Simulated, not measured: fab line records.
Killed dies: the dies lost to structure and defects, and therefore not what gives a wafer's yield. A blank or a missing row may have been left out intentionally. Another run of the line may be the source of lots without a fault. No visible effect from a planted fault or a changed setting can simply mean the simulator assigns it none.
Chamber matching ; flow berkeley_cmos170 ; 4 sister chambers for UCB170_M2_ETCH_17 on rie_diel-01
The step etches BARC in N2/H2. 16 wafers are shown with their chamber, then 8 later ones without.

WAFERS, EACH WITH ITS CHAMBER
wafer;chamber;throttle_valve_pct (%);drypump_motor_current_A (A);chamber_pressure_mTorr (mTorr)
L718.2;3;13.29;5.3;29.977
L718.4;1;13.03;5.7;30.032
L718.6;2;13.46;5.7;29.953
L721.1;1;13.02;5.7;30.013
L721.3;0;13.29;5.2;29.988
L721.6;2;13.44;5.8;29.969
L728.2;1;13.01;5.7;30.013
L728.3;0;13.27;5.2;29.998
L728.5;3;13.29;5.3;29.980
L729.3;3;13.29;5.4;30.010
L729.5;1;13.02;5.7;30.044
L729.6;0;13.28;5.2;29.986
L733.3;0;13.27;5.2;30.021
L733.5;3;13.29;5.3;30.037
L733.6;0;13.27;5.2;30.065
L732.1;2;13.47;5.7;30.004

SIGNATURES (means of the wafers above)
reading;chamber 0;chamber 1;chamber 2;chamber 3;scatter within a chamber
throttle_valve_pct;13.2760;13.0200;13.4567;13.2900;0.00907
drypump_motor_current_A;5.200;5.700;5.733;5.325;0.0344
chamber_pressure_mTorr;30.01160;30.02550;29.97533;30.00100;0.0271
Rule: a wafer's distance from a chamber is the root of the sum, over the readings, of the square of ((its reading less the chamber's mean) divided by the reading's scatter). If the next closest chamber is less than 2 further off than the closest, the wafer can't be placed; otherwise it belongs to the closest. The scatter: take each reading less its chamber's mean, square it, sum over the shown wafers, divide by the number of wafers less the number of chambers, and take the root.

WAFERS MISSING THEIR CHAMBER
wafer;throttle_valve_pct (%);drypump_motor_current_A (A);chamber_pressure_mTorr (mTorr)
L732.4;13.02;5.7;30.038
L732.6;13.28;5.3;29.972
L739.2;13.29;5.3;29.962
L739.3;13.45;5.7;30.019
L739.4;13.28;5.2;30.015
L740.1;13.02;5.7;29.968
L740.2;13.27;5.2;29.970
L740.5;13.28;5.3;29.990

WHICH CHAMBER EACH ONE RAN IN
wafer;from the rows above;in truth
L732.4;1;1
L732.6;can't be placed: 3 or 0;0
L739.2;3;3
L739.3;2;2
L739.4;0;0
L740.1;1;1
L740.2;0;0
L740.5;can't be placed: 3 or 0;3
6 of 8 placed correctly. Unplaceable from these rows: 2, with the true chamber sitting among the candidates in 2. 0 placed wrongly.
